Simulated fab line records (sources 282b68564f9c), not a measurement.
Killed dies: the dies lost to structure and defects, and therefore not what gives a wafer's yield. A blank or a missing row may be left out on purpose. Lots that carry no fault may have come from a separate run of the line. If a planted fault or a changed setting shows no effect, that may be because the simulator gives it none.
A struck lot beside a sound one | flow rit-cmos | 44 steps out of a route of 202
Sound: these wafers, L143.1, L143.2, L143.3. Wafers L150.1, L150.2, L150.6 were the ones struck. The cause comes at the end.
For every step that has rows: the tool of each side, followed by ch and its chambers, followed by its first start. Under that, the readings that differ: sound wafers | struck wafers | difference of the means | sigmas: that difference in standard deviations of wafers without a fault.
alike: readings with means less than 2 such deviations apart, plus words and numbers identical on both sides. not compared: withheld readings, readings lacking a value on some wafer, bounds such as >300 that could conceal the same value, and numbers that have no deviation in the record and whose values overlap.
Wherever a step has rows on one side only, a row that says differs or no value, or a row with sigmas, the two part there. Non-overlapping numbers with no deviation appear without sigmas and do not part them. Lack of a reading on every wafer of one side parts them only where that side has two or more wafers.

first, 1 step without rows for these wafers: RIT_ACTIVE_HARDBAKE_12 (time 60 s).
RIT_ACTIVE_ETCH_13: etches Si3N4 in SF6, stops on SiO2, time 210 s, target depth 210 nm.
  sound on rie-diel-02 ch 0,1,2, day 2 20:19; struck on rie-diel-02 ch 1,2,3, day 4 03:23
  alike: drypump-motor-current-A, oes-product-au, rf-fwd-power-W, throttle-valve-pct
  not compared: rf-hours-counter-h
RIT_ACTIVE_STRIP_14: strips in O2, time 180 s.
  sound on plasma-asher-02 ch 0,1, day 2 20:27; struck on plasma-asher-03 ch 0,1, day 4 03:31
  alike: drypump-motor-current-A
  not compared: rf-hours-counter-h
RIT_ACTIVE_CD_MEAS_90 targets a cd of 1400 nm.
  sound on cd-sem-01, day 2 20:38; struck on cd-sem-01, day 4 03:41
  reading    | sound                | struck               | difference | sigmas
  cd-nm (nm) | 1401.6 1402.0 1402.9 | 1397.6 1396.1 1397.9 | -5.0       | -2
then, 4 steps without rows for these wafers: RIT_ACTIVE_CLEAN_15 (cleans in SC1, time 600 s); RIT_ACTIVE_CLEAN_16 (cleans in dHF, time 30 s); RIT_ACTIVE_CLEAN_17 (cleans in SC2, time 600 s); RIT_FOX1_OXIDATION_00 (target thk 350.7 nm, ox time 1130 s).
RIT_FOX1_THK_MEAS_01:
  sound on film-metro-04, day 2 23:21; struck on film-metro-01, day 4 07:47
  alike: FOX1_OXIDE_THK
then, 2 steps without rows for these wafers: RIT_FOX1_WET_ETCH_02 (etches SiO2 in BOE, target depth 350 nm, time 390 s); RIT_FOX2_OXIDATION_00 (target thk 350.7 nm, ox time 1130 s).
RIT_FOX2_THK_MEAS_01:
  sound on film-metro-04, day 3 00:55; struck on film-metro-04, day 4 09:16
  alike: FOX2_OXIDE_THK
RIT_FOX2_CLEAN_02: cleans in dHF, time 180 s.
  sound on wet-bench-03 ch 0, day 3 00:59; struck on wet-bench-02 ch 3, day 4 09:20
  reading                                     | sound             | struck            | difference | sigmas
  run-length-s (s)                            | 215 215 215       | 56 56 56          | -159       | -50
  model.SiO2_of_FOX2_OXIDATION_00.thk-nm (nm) | 317.4 321.4 321.5 | 347.1 341.1 343.8 | +23.9      |
then, 1 step without rows for these wafers: RIT_FOX2_WET_ETCH_03 (etches Si3N4 in H3PO4, target depth 195 nm, time 2700 s).
RIT_FOX2_THK_MEAS_90:
  sound on film-metro-02, day 3 01:48; struck on film-metro-01, day 4 10:08
  reading                     | sound       | struck      | difference | sigmas
  FIELD_OXIDE_LEFT_1_THK (nm) | 306 311 311 | 336 330 333 | +24        | +3
then, 6 steps without rows for these wafers: RIT_NWELL_HMDS_00 (prime time 60 s); RIT_NWELL_COAT_01 (resist thk 1300 nm); RIT_NWELL_SOFTBAKE_02 (time 60 s); RIT_NWELL_EXPOSE_03 (exposes mask M2, target cd 43900 nm); RIT_NWELL_PEB_04; RIT_NWELL_DEVELOP_05 (develop time 68 s).
RIT_NWELL_OVL_MEAS_06:
  sound on overlay-02, day 3 02:52; struck on overlay-02, day 4 11:13
  reading        | sound          | struck       | difference | sigmas
  NWELL_OVL (nm) | -1.5 -1.9 -3.4 | -0.1 0.9 1.3 | +3.0       | +2
then, 2 steps without rows for these wafers: RIT_NWELL_HARDBAKE_07 (time 120 s); RIT_NWELL_IMPLANT_08.
RIT_NWELL_STRIP_09: strips in O2, time 180 s.
  sound on plasma-asher-01 ch 0,1, day 3 03:18; struck on plasma-asher-03 ch 0,1, day 4 11:38
  alike: drypump-motor-current-A
  not compared: rf-hours-counter-h
RIT_NWELL_TW_MEAS_10:
  sound on film-metro-04, day 3 03:28; struck on film-metro-04, day 4 11:49
  alike: NWELL_TW
then, 6 steps without rows for these wafers: RIT_PWELL_HMDS_00 (prime time 60 s); RIT_PWELL_COAT_01 (resist thk 1300 nm); RIT_PWELL_SOFTBAKE_02 (time 60 s); RIT_PWELL_EXPOSE_03 (exposes mask M3, target cd 43700 nm); RIT_PWELL_PEB_04; RIT_PWELL_DEVELOP_05 (develop time 68 s).
RIT_PWELL_OVL_MEAS_06:
  sound on overlay-01, day 3 04:32; struck on overlay-01, day 4 12:46
  reading        | sound       | struck         | difference | sigmas
  PWELL_OVL (nm) | 0.9 1.2 1.0 | -2.9 -4.1 -4.0 | -4.7       | -3
then, 2 steps without rows for these wafers: RIT_PWELL_HARDBAKE_07 (time 120 s); RIT_PWELL_IMPLANT_08.
RIT_PWELL_STRIP_09: strips in O2, time 180 s.
  sound on plasma-asher-01 ch 0,1, day 3 04:59; struck on plasma-asher-04 ch 0,1, day 4 13:12
  alike: drypump-motor-current-A
  not compared: rf-hours-counter-h
RIT_PWELL_TW_MEAS_10:
  sound on film-metro-04, day 3 05:09; struck on film-metro-04, day 4 13:22
  alike: PWELL_TW
then, 1 step without rows for these wafers: RIT_WELLDRIVE_ANNEAL_00 (time 14700 s).
RIT_WELLDRIVE_RS_MEAS_01: measurement is done with a four-point probe.
  sound on film-metro-04, day 3 12:52; struck on film-metro-04, day 4 20:11
  alike: NWELL_RS
RIT_WELLDRIVE_RS_MEAS_02: measurement is done with a four-point probe.
  sound on film-metro-04, day 3 12:59; struck on film-metro-04, day 4 20:19
  alike: PWELL_RS
then, 2 steps without rows for these wafers: RIT_NRETRO_HMDS_00 (prime time 60 s); RIT_NRETRO_COAT_01 (resist thk 1300 nm).
RIT_SILICIDE_WET_ETCH_00: etches SiO2 in BOE, target depth 14 nm, time 15 s.
  sound on wet-bench-02 ch 0, day 4 13:49; struck on wet-bench-02 ch 3, day 5 19:43
  reading                                     | sound           | struck            | difference | sigmas
  model.SiO2_of_FOX2_OXIDATION_00.thk-nm (nm) | 133 136.7 137.8 | 162.5 157.4 160.1 | +24.2      |
  alike: bath-heat-duty-pct
RIT_M1_PROBE_99:
  sound on prober-01, day 4 21:04; struck on prober-02, day 6 02:45
  reading                      | sound             | struck            | difference | sigmas
  model.etest.field-n.vt-v (V) | 32.59 33.05 33.05 | 36.38 35.59 35.88 | +3.05      |

== WHERE THEY PART ==
Last at RIT_PWELL_OVL_MEAS_06 as far as this record goes, first at RIT_ACTIVE_CD_MEAS_90. Later steps at which nothing parts them and some readings are alike: RIT_PWELL_STRIP_09, RIT_PWELL_TW_MEAS_10, RIT_WELLDRIVE_RS_MEAS_01, RIT_WELLDRIVE_RS_MEAS_02, RIT_SILICIDE_WET_ETCH_00.

WHY: the cause the simulator had injected
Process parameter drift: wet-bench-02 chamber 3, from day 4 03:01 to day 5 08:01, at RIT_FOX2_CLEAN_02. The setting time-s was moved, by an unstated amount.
